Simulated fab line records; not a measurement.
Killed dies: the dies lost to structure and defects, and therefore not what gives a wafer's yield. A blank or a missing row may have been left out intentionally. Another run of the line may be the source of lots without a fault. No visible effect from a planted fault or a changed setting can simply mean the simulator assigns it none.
Struck lot and sound lot, side by side ; flow berkeleyCmos170 ; 26 steps out of a route of 331
Sound: these wafers, L247.1, L247.5, L247.6. Struck: wafer L240.3. The cause is named last.
Each step with rows lists, per side, the tool, then ch with its chambers, then its first start. Under that, the readings that differ: sound wafers ; struck wafers ; difference of the means ; sigmas: that difference in standard deviations of wafers without a fault.
alike: same words and numbers on both sides, and readings whose means sit less than 2 such deviations apart. not compared: any withheld reading, any reading some wafer has no value for, any bound like >300 that may hide the same value, and any number with overlapping values for which the record gives no deviation.
A row with sigmas, a row that says differs or no value, or rows on one side alone: a step with any of these is where the two part. Numbers that don't overlap but have no deviation are shown without sigmas and don't part them. A reading missing from all wafers of one side parts the sides only when that side holds two or more wafers.

first, 3 steps without rows for these wafers: UCB170_M1_EXPOSE_06 (exposes mask METAL1, target cd 700 nm); UCB170_M1_PEB_07; UCB170_M1_DEVELOP_08 (develop time 45 s).
UCB170_M1_CD_MEAS_09: the cd target is 700 nm.
  sound on cdSem-02, day 11 12:15; struck on cdSem-01, day 10 08:34
  alike: cdNm
UCB170_M1_OVL_MEAS_10:
  sound on overlay-01, day 11 12:24; struck on overlay-01, day 10 08:40
  alike: M1_OVL
UCB170_M1_ETCH_11: etches BARC in N2/H2.
  sound on rieDiel-01 ch 0,1, day 11 12:26; struck on rieDiel-03 ch 0, day 10 08:41
  alike: drypumpMotorCurrentA, oesProductAu, rfFwdPowerW, throttleValvePct
UCB170_M1_METAL_ETCH_12: etches Al in Cl2/BCl3, stops on PSG, target depth 780 nm, time 130 s.
  sound on rieMetal-01 ch 0,1, day 11 12:29; struck on rieMetal-03 ch 0, day 10 08:47
  alike: drypumpMotorCurrentA, oesProductAu, rfFwdPowerW, throttleValvePct
  not compared: rfHoursCounterH
UCB170_M1_STRIP_13: strips in O2.
  sound on plasmaAsher-01 ch 0,1, day 11 12:37; struck on plasmaAsher-03 ch 1, day 10 08:54
  alike: drypumpMotorCurrentA, oesProductAu
  not compared: rfHoursCounterH
UCB170_M1_CD_MEAS_90: the cd target is 700 nm.
  sound on cdSem-02, day 11 12:43; struck on cdSem-01, day 10 09:01
  alike: cdNm
then, 1 step without rows for these wafers: UCB170_M1_ANNEAL_14 (time 1200 s).
UCB170_V1_CVD_00: deposits SiO2 from TEOS/O2, target thk 2000 nm, time 250 s.
  sound on pecvd-02 ch 0,1,2, day 11 17:16; struck on pecvd-04 ch 2, day 10 11:11
  alike: heaterPowerW, rfFwdPowerW
UCB170_V1_THK_MEAS_01:
  sound on filmMetro-02, day 11 17:26; struck on filmMetro-02, day 10 11:22
  alike: V1_TEOS_THK
UCB170_V1_CMP_02: polishes SiO2.
  sound on cmp-02 ch 0,1,2, day 11 17:35; struck on cmp-01 ch 2, day 10 11:43
reading;sound;struck;difference;sigmas
model.SiO2_of_V1_CVD_00.thkNm (nm);1001 998.1 999.4;1342;+342;
  alike: motorCurrentA, retainingRingPressureFrac
UCB170_V1_BOW_MEAS_03:
  sound on filmMetro-04, day 11 17:47; struck on filmMetro-04, day 10 12:03
  alike: V1_BOW
UCB170_V1_THK_MEAS_04:
  sound on filmMetro-04, day 11 17:55; struck on filmMetro-04, day 10 12:09
reading;sound;struck;difference;sigmas
V1_POLISHED_THK (nm);1000.6 998.6 998.3;1342.9;+343.7;+99 or more
then, 7 steps without rows for these wafers: UCB170_V1_CLEAN_05 (cleans in DIW); UCB170_V1_HMDS_06 (prime time 60 s); UCB170_V1_COAT_07 (resist thk 900 nm); UCB170_V1_SOFTBAKE_08 (time 60 s); UCB170_V1_EXPOSE_09 (exposes mask VIA1, target cd 700 nm); UCB170_V1_PEB_10; UCB170_V1_DEVELOP_11 (develop time 45 s).
UCB170_V1_CD_MEAS_12: the cd target is 700 nm.
  sound on cdSem-02, day 11 19:13; struck on cdSem-01, day 10 13:14
  alike: cdNm
UCB170_V1_OVL_MEAS_13:
  sound on overlay-01, day 11 19:20; struck on overlay-02, day 10 13:20
  alike: V1_OVL
UCB170_V1_ETCH_14: etches SiO2 in CHF3/CF4/Ar, stops on Al, target depth 1250 nm, time 291 s.
  sound on rieDiel-03 ch 1,2, day 11 19:22; struck on rieDiel-01 ch 2, day 10 13:22
reading;sound;struck;difference;sigmas
oesProductAu (a.u.);0.880 0.881 0.901;0.990;+0.103;+9
rfFwdPowerW (W);697.3 695.9 696.8;701.9;+5.2;+2
model.etch.depthNm (nm);1001 998.1 999.4;1260;+260;
model.V1.featureDepthNm (nm);1001 998.3 999.6;1260;+260;
  alike: drypumpMotorCurrentA, throttleValvePct
  not compared: rfHoursCounterH
UCB170_V1_STRIP_15: strips in O2.
  sound on plasmaAsher-04 ch 0,1, day 11 19:33; struck on plasmaAsher-03 ch 1, day 10 13:34
  alike: drypumpMotorCurrentA, oesProductAu, stripTimeToEndpointS
  not compared: rfHoursCounterH

== WHERE THEY PART ==
At UCB170_V1_THK_MEAS_04 first; at UCB170_V1_ETCH_14 last (within this record only). Later steps at which nothing parts them and some readings are alike: UCB170_V1_STRIP_15.

WHY: what the simulator had put in
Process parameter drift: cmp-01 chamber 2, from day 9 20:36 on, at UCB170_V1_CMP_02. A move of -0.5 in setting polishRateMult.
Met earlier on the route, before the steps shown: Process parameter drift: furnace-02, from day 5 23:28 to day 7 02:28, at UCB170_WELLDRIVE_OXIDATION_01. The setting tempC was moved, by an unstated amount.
